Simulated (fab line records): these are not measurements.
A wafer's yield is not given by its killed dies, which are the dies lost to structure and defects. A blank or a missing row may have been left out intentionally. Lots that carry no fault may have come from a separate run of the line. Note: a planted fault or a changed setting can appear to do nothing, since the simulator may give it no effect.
Split-lot experiment :: flow ritCmos :: 23 wafers read across 5 lots, on a route 202 steps long

## ON THE SPLIT
At RIT_REOX_OXIDATION_03 (target thk 25.2 nm, ox time 5580 s), the setting tempC was moved away from the recipe's 900 C on 20 of the 23 wafers read, by -1.7% to +2.8%. This setting was run at the recipe's value on the other wafers.

The file shows no step between the split and the reading.

## THE READING
REOX_OXIDE_THK, in nm, at RIT_REOX_THK_MEAS_04. A value of 25.4 nm with a standard deviation of 0.46 nm is what fault-free wafers of this fab line usually give.

wafer: L075.2
tool, chamber at the split: -, -
tempC as run, C: 925.4
against the recipe: +2.8%
REOX_OXIDE_THK, nm: 32.4
against lot-mates on the recipe: no lot-mate on the recipe

wafer: L075.3
tool, chamber at the split: -, -
tempC as run, C: 925.4
against the recipe: +2.8%
REOX_OXIDE_THK, nm: 32.6
against lot-mates on the recipe: no lot-mate on the recipe

wafer: L075.4
tool, chamber at the split: -, -
tempC as run, C: 925.4
against the recipe: +2.8%
REOX_OXIDE_THK, nm: 32.4
against lot-mates on the recipe: no lot-mate on the recipe

wafer: L075.5
tool, chamber at the split: -, -
tempC as run, C: 925.4
against the recipe: +2.8%
REOX_OXIDE_THK, nm: 32.7
against lot-mates on the recipe: no lot-mate on the recipe

wafer: L075.6
tool, chamber at the split: -, -
tempC as run, C: 925.4
against the recipe: +2.8%
REOX_OXIDE_THK, nm: 32.8
against lot-mates on the recipe: no lot-mate on the recipe

wafer: L076.1
tool, chamber at the split: -, -
tempC as run, C: 884.9
against the recipe: -1.7%
REOX_OXIDE_THK, nm: 22.3
against lot-mates on the recipe: no lot-mate on the recipe

wafer: L076.2
tool, chamber at the split: -, -
tempC as run, C: 884.9
against the recipe: -1.7%
REOX_OXIDE_THK, nm: 22.6
against lot-mates on the recipe: no lot-mate on the recipe

wafer: L076.3
tool, chamber at the split: -, -
tempC as run, C: 884.9
against the recipe: -1.7%
REOX_OXIDE_THK, nm: 22.3
against lot-mates on the recipe: no lot-mate on the recipe

wafer: L076.4
tool, chamber at the split: -, -
tempC as run, C: 884.9
against the recipe: -1.7%
REOX_OXIDE_THK, nm: 22.5
against lot-mates on the recipe: no lot-mate on the recipe

wafer: L076.5
tool, chamber at the split: -, -
tempC as run, C: 884.9
against the recipe: -1.7%
REOX_OXIDE_THK, nm: 22.4
against lot-mates on the recipe: no lot-mate on the recipe

wafer: L078.1
tool, chamber at the split: -, -
tempC as run, C: 920.4
against the recipe: +2.3%
REOX_OXIDE_THK, nm: 32.0
against lot-mates on the recipe: no lot-mate on the recipe

wafer: L078.2
tool, chamber at the split: -, -
tempC as run, C: 920.4
against the recipe: +2.3%
REOX_OXIDE_THK, nm: 31.7
against lot-mates on the recipe: no lot-mate on the recipe

wafer: L078.4
tool, chamber at the split: -, -
tempC as run, C: 920.4
against the recipe: +2.3%
REOX_OXIDE_THK, nm: 31.7
against lot-mates on the recipe: no lot-mate on the recipe

wafer: L078.5
tool, chamber at the split: -, -
tempC as run, C: 920.4
against the recipe: +2.3%
REOX_OXIDE_THK, nm: 31.6
against lot-mates on the recipe: no lot-mate on the recipe

wafer: L078.6
tool, chamber at the split: -, -
tempC as run, C: 920.4
against the recipe: +2.3%
REOX_OXIDE_THK, nm: 31.7
against lot-mates on the recipe: no lot-mate on the recipe

wafer: L083.2
tool, chamber at the split: furnace-03, 0
tempC as run, C: 900
against the recipe: recipe
REOX_OXIDE_THK, nm: 24.6
against lot-mates on the recipe: -

wafer: L083.4
tool, chamber at the split: furnace-03, 0
tempC as run, C: 900
against the recipe: recipe
REOX_OXIDE_THK, nm: 24.8
against lot-mates on the recipe: -

wafer: L083.6
tool, chamber at the split: furnace-03, 0
tempC as run, C: 900
against the recipe: recipe
REOX_OXIDE_THK, nm: 25.1
against lot-mates on the recipe: -

wafer: L084.1
tool, chamber at the split: -, -
tempC as run, C: 924
against the recipe: +2.7%
REOX_OXIDE_THK, nm: 32.4
against lot-mates on the recipe: no lot-mate on the recipe

wafer: L084.2
tool, chamber at the split: -, -
tempC as run, C: 924
against the recipe: +2.7%
REOX_OXIDE_THK, nm: 32.2
against lot-mates on the recipe: no lot-mate on the recipe

wafer: L084.3
tool, chamber at the split: -, -
tempC as run, C: 924
against the recipe: +2.7%
REOX_OXIDE_THK, nm: 32.7
against lot-mates on the recipe: no lot-mate on the recipe

wafer: L084.4
tool, chamber at the split: -, -
tempC as run, C: 924
against the recipe: +2.7%
REOX_OXIDE_THK, nm: 32.8
against lot-mates on the recipe: no lot-mate on the recipe

wafer: L084.5
tool, chamber at the split: -, -
tempC as run, C: 924
against the recipe: +2.7%
REOX_OXIDE_THK, nm: 32.4
against lot-mates on the recipe: no lot-mate on the recipe

FIT RESULTS
A straight line over all 23 wafers: REOX_OXIDE_THK changes by +2.38 nm for each +1% of tempC; r = +0.99; the points scatter about the line by 0.55 nm.
Too few moved wafers with a lot-mate on the recipe to fit a line net of each lot's own level.

## THE WHOLE CHAIN: every reading that the file lists as answering this split, in the file's order
step: RIT_REOX_OXIDATION_03
what it does: target thk 25.2 nm, ox time 5580 s
reading: SiO2_of_REOX_OXIDATION_03.thkNm (the simulator's own value, which no gauge read)
change (the file's fit): +2.38 nm for each +1% of the setting
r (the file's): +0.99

step: RIT_REOX_THK_MEAS_04
what it does: 
reading: REOX_OXIDE_THK
change (the file's fit): +2.38 for each +1% of the setting
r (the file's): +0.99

step: RIT_SPACER_CLEAN_00
what it does: cleans in SC1, time 600 s
reading: SiO2_of_REOX_OXIDATION_03.thkNm (the simulator's own value, which no gauge read)
change (the file's fit): +2.21 nm for each +1% of the setting
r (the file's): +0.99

step: RIT_M1_PROBE_99
what it does: 
reading: etest.pldd.rsOhmSq (the simulator's own value, which no gauge read)
change (the file's fit): +170 for each +1% of the setting
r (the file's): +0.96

step: RIT_M1_PROBE_99
what it does: 
reading: etest.pldd.lineOhmUm (the simulator's own value, which no gauge read)
change (the file's fit): +53.5 for each +1% of the setting
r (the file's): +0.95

## THE FILE'S OWN FIT
REOX_OXIDE_THK changes by +2.38 nm for each +1% of tempC, r = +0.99.
